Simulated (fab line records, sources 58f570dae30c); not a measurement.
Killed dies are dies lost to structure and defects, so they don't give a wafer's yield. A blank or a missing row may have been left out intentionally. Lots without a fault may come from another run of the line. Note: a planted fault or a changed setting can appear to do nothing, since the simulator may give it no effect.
The tool behind it: which one? || flow berkeley_cmos170 || 7 lots with 21 wafers sampled at 2 steps, on a route of 331 steps

WHAT THE GAUGES SHOWED, per wafer
UCB170_PLDD_TW_MEAS_11.
{"lot": "L978", "measured": "day 7 17:34", "on": "film_metro-03", "PLDD_TW": "1013 1007 1011"}
{"lot": "L983", "measured": "day 8 19:37", "on": "film_metro-02", "PLDD_TW": "30 30 30"}
{"lot": "L991", "measured": "day 10 10:06", "on": "film_metro-04", "PLDD_TW": "993 998 992"}
{"lot": "L993", "measured": "day 10 22:53", "on": "film_metro-02", "PLDD_TW": "1012 1011 1012"}
{"lot": "L994", "measured": "day 11 13:14", "on": "film_metro-04", "PLDD_TW": "996 997 1000"}
{"lot": "L999", "measured": "day 11 23:31", "on": "film_metro-03", "PLDD_TW": "1006 1011 1013"}
{"lot": "L100", "measured": "day 12 05:10", "on": "film_metro-03", "PLDD_TW": "1008 1006 1015"}

EACH LOT AND THE TOOL THAT RAN IT (in order: tool; ch and the chambers of the sampled wafers; start)
{"lot": "L978", "UCB170_PLDD_DEVELOP_05": "litho_track-02 ch 0, day 7 16:00"}
{"lot": "L983", "UCB170_PLDD_DEVELOP_05": "litho_track-02 ch 0, day 8 18:00"}
{"lot": "L991", "UCB170_PLDD_DEVELOP_05": "litho_track-03 ch 0, day 10 09:00"}
{"lot": "L993", "UCB170_PLDD_DEVELOP_05": "litho_track-02 ch 0, day 10 22:00"}
{"lot": "L994", "UCB170_PLDD_DEVELOP_05": "litho_track-01 ch 0, day 11 12:00"}
{"lot": "L999", "UCB170_PLDD_DEVELOP_05": "litho_track-03 ch 0, day 11 22:00"}
{"lot": "L100", "UCB170_PLDD_DEVELOP_05": "litho_track-02 ch 0, day 12 04:00"}
- UCB170_PLDD_DEVELOP_05: develop time 45 s.

THE ANSWER, worked out from the rows above alone
Rule: the lots themselves supply what counts as usual. Put in order of their means at a reading, lots are off if they are a third of the lots or fewer, leave a main group of 4 or more, and stand apart from it by a gap of 3 or more times the standard deviation of the main group's means; of several such gaps the widest counts. A main group whose means are all the same, to the digits that the tables above print for the reading, isn't used. Also off: a lot with no number at a reading for which 4 or more lots have one. The other lots that the step has rows for count as sound.
Off: L983, seen at UCB170_PLDD_TW_MEAS_11 (PLDD_TW). The main group has a mean of 1006 with a standard deviation of 6.9.
If a tool, at a process step before that reading, ran all the lots that are off and no sound lot after the first of them, it fits. Gauges at UCB170_PLDD_TW_MEAS_11: tried the same way as those tools. No candidate that was tried fits.

WHAT THE SIMULATOR HAD INSERTED
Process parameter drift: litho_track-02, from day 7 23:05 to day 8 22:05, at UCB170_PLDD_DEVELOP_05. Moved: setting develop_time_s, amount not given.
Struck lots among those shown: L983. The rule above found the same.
